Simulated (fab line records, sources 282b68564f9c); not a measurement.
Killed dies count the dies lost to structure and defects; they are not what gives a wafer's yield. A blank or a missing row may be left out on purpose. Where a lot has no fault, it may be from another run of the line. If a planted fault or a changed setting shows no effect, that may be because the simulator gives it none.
2 desks, one fault ; flow rit cmos ; each desk holds nothing but its own numbers, with what lay behind them at the end

## METROLOGY DESK
What the gauges read, lot by lot, whatever tool the lot ran on: means of the sampled wafers that have a number. A lot is out of limits, marked OUT, if its mean lies more than 4 standard deviations from the usual mean; the brackets give that distance.
Columns: A = CONTACT_TEOS_THK at RIT_CONTACT_THK_MEAS_01, usual 400 nm
lot;first seen here;A
L335;day 3 05:23;395
L337;day 3 15:17;395
L338;day 3 23:58;396
L339;day 4 04:38;401
L340;day 4 08:30;397
L341;day 4 15:01;403
L342;day 4 18:43;404
L344;day 5 05:26;402
L346;day 5 12:46;397
L347;day 5 16:58;385
L350;day 6 08:38;396
L355;day 7 08:17;397
L357;day 7 22:37;400
L358;day 8 00:07;401
Finding of this desk: none of the 14 lots has anything out of limits.

## AT THE TOOL OWNER'S DESK: pecvd-04
The tool's own readings at RIT_CONTACT_CVD_00 (deposits SiO2 from TEOS, target thk 400 nm, time 61 s): means of the sampled wafers that have a number, for each lot that ran on this tool. A lot is out of limits, marked OUT, if its mean lies more than 4 standard deviations from the usual mean; the brackets give that distance.
Columns: A = heater power w at RIT_CONTACT_CVD_00, usual 312 W
lot;first seen here;A
L335;day 3 05:20;316
L338;day 3 23:55;381
L341;day 4 14:58;361
L344;day 5 05:22;321
L347;day 5 16:54;379
L350;day 6 08:34;347
Finding of this desk: none of the 6 lots has anything out of limits.

## TAKEN TOGETHER
The metrology desk saw nothing out of limits.
The desk of the tool owner found nothing out of limits.

## WHAT HAD BEEN PUT IN BY THE SIMULATOR
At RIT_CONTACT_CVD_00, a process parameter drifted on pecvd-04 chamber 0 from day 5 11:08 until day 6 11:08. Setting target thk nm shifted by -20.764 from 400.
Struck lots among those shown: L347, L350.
